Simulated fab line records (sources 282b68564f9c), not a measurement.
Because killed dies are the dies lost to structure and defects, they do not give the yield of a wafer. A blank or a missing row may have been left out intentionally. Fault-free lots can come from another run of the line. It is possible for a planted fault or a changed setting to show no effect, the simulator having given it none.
Split-lot trial / flow ritCmos / route with 202 steps; 5 lots, 20 wafers read

SPLIT DETAILS
At RIT_SDANNEAL_RTA_03 (time 5 s), the setting timeS was moved away from the recipe's 5 s on 7 of the 20 wafers read, by -14.5% to +14.9%. For the rest of the wafers, this setting stayed at what the recipe calls for.

No step appears in the file between the split and the reading.

THE READING
PSD_RS (ohm/sq), read at RIT_SDANNEAL_RS_MEAS_04 with a four-point probe. A value of 115.69 ohm/sq with a standard deviation of 0.23 ohm/sq is what fault-free wafers of this fab line usually give.

wafer=L075.1; tool, chamber at the split=rtpAnneal-01, 0; timeS as run, s=5.743; against the recipe=+14.9%; PSD_RS, ohm/sq=113.28; against lot-mates on the recipe=-2.08
wafer=L075.3; tool, chamber at the split=rtpAnneal-01, 0; timeS as run, s=5.743; against the recipe=+14.9%; PSD_RS, ohm/sq=113.08; against lot-mates on the recipe=-2.28
wafer=L075.4; tool, chamber at the split=rtpAnneal-01, 0; timeS as run, s=5; against the recipe=recipe; PSD_RS, ohm/sq=115.30; against lot-mates on the recipe=-
wafer=L075.5; tool, chamber at the split=rtpAnneal-01, 0; timeS as run, s=5; against the recipe=recipe; PSD_RS, ohm/sq=115.43; against lot-mates on the recipe=-
wafer=L075.6; tool, chamber at the split=rtpAnneal-01, 0; timeS as run, s=5; against the recipe=recipe; PSD_RS, ohm/sq=115.34; against lot-mates on the recipe=-
wafer=L076.1; tool, chamber at the split=rtpAnneal-02, 0; timeS as run, s=4.273; against the recipe=-14.5%; PSD_RS, ohm/sq=117.67; against lot-mates on the recipe=no lot-mate on the recipe
wafer=L076.5; tool, chamber at the split=rtpAnneal-02, 0; timeS as run, s=4.273; against the recipe=-14.5%; PSD_RS, ohm/sq=117.50; against lot-mates on the recipe=no lot-mate on the recipe
wafer=L079.1; tool, chamber at the split=rtpAnneal-01, 0; timeS as run, s=5; against the recipe=recipe; PSD_RS, ohm/sq=115.50; against lot-mates on the recipe=-
wafer=L079.2; tool, chamber at the split=rtpAnneal-01, 0; timeS as run, s=5; against the recipe=recipe; PSD_RS, ohm/sq=115.51; against lot-mates on the recipe=-
wafer=L079.3; tool, chamber at the split=rtpAnneal-01, 0; timeS as run, s=5; against the recipe=recipe; PSD_RS, ohm/sq=115.45; against lot-mates on the recipe=-
wafer=L079.5; tool, chamber at the split=rtpAnneal-01, 0; timeS as run, s=5; against the recipe=recipe; PSD_RS, ohm/sq=115.68; against lot-mates on the recipe=-
wafer=L079.6; tool, chamber at the split=rtpAnneal-01, 0; timeS as run, s=5; against the recipe=recipe; PSD_RS, ohm/sq=115.52; against lot-mates on the recipe=-
wafer=L082.1; tool, chamber at the split=rtpAnneal-02, 0; timeS as run, s=5; against the recipe=recipe; PSD_RS, ohm/sq=115.80; against lot-mates on the recipe=-
wafer=L082.2; tool, chamber at the split=rtpAnneal-02, 0; timeS as run, s=4.539; against the recipe=-9.2%; PSD_RS, ohm/sq=116.74; against lot-mates on the recipe=+1.08
wafer=L082.3; tool, chamber at the split=rtpAnneal-02, 0; timeS as run, s=4.539; against the recipe=-9.2%; PSD_RS, ohm/sq=117.04; against lot-mates on the recipe=+1.38
wafer=L082.4; tool, chamber at the split=rtpAnneal-02, 0; timeS as run, s=5; against the recipe=recipe; PSD_RS, ohm/sq=115.53; against lot-mates on the recipe=-
wafer=L082.6; tool, chamber at the split=rtpAnneal-02, 0; timeS as run, s=4.539; against the recipe=-9.2%; PSD_RS, ohm/sq=116.90; against lot-mates on the recipe=+1.24
wafer=L085.1; tool, chamber at the split=rtpAnneal-01, 0; timeS as run, s=5; against the recipe=recipe; PSD_RS, ohm/sq=115.68; against lot-mates on the recipe=-
wafer=L085.5; tool, chamber at the split=rtpAnneal-01, 0; timeS as run, s=5; against the recipe=recipe; PSD_RS, ohm/sq=115.75; against lot-mates on the recipe=-
wafer=L085.6; tool, chamber at the split=rtpAnneal-01, 0; timeS as run, s=5; against the recipe=recipe; PSD_RS, ohm/sq=115.65; against lot-mates on the recipe=-

THE FIT
A straight line over all 20 wafers: PSD_RS changes by -0.15 ohm/sq for each +1% of timeS; r = -0.99; the points scatter about the line by 0.15 ohm/sq.
The same after taking each lot's own level away (the mean of its wafers on the recipe; 18 wafers): -0.142 ohm/sq for each +1%; r = -0.99; scatter 0.1 ohm/sq.
The reading moves by 2.1 ohm/sq for the largest change in timeS, on that fit.
The lots' own levels span 115.357 to 115.693 ohm/sq, that is 1.5 times the standard deviation above.
Hence the lot-to-lot level has little effect on the slope; both slopes agree.
Check: for one of the wafers moved furthest among these (+14.9%), held out of the fit, the line's prediction against its lot-mates is -2.15 ohm/sq. Against them it came out at -2.08 ohm/sq.

FURTHER SPLITS ON THESE WAFERS
These wafers also went through other splits before the reading. Each is held against what the fit with the lots' levels taken away leaves over:
other split on the same wafers=RIT_SPACER_CVD_03 pressureMtorr; wafers away from the commonest value=15; r with PSD_RS (lot level and that fit taken away)=-0.11
other split on the same wafers=RIT_PSD_COAT_01 resistThkNm; wafers away from the commonest value=5; r with PSD_RS (lot level and that fit taken away)=+0.02

THE FILE'S OWN FIT
PSD_RS changes by -0.142 ohm/sq for each +1% of timeS, r = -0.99.
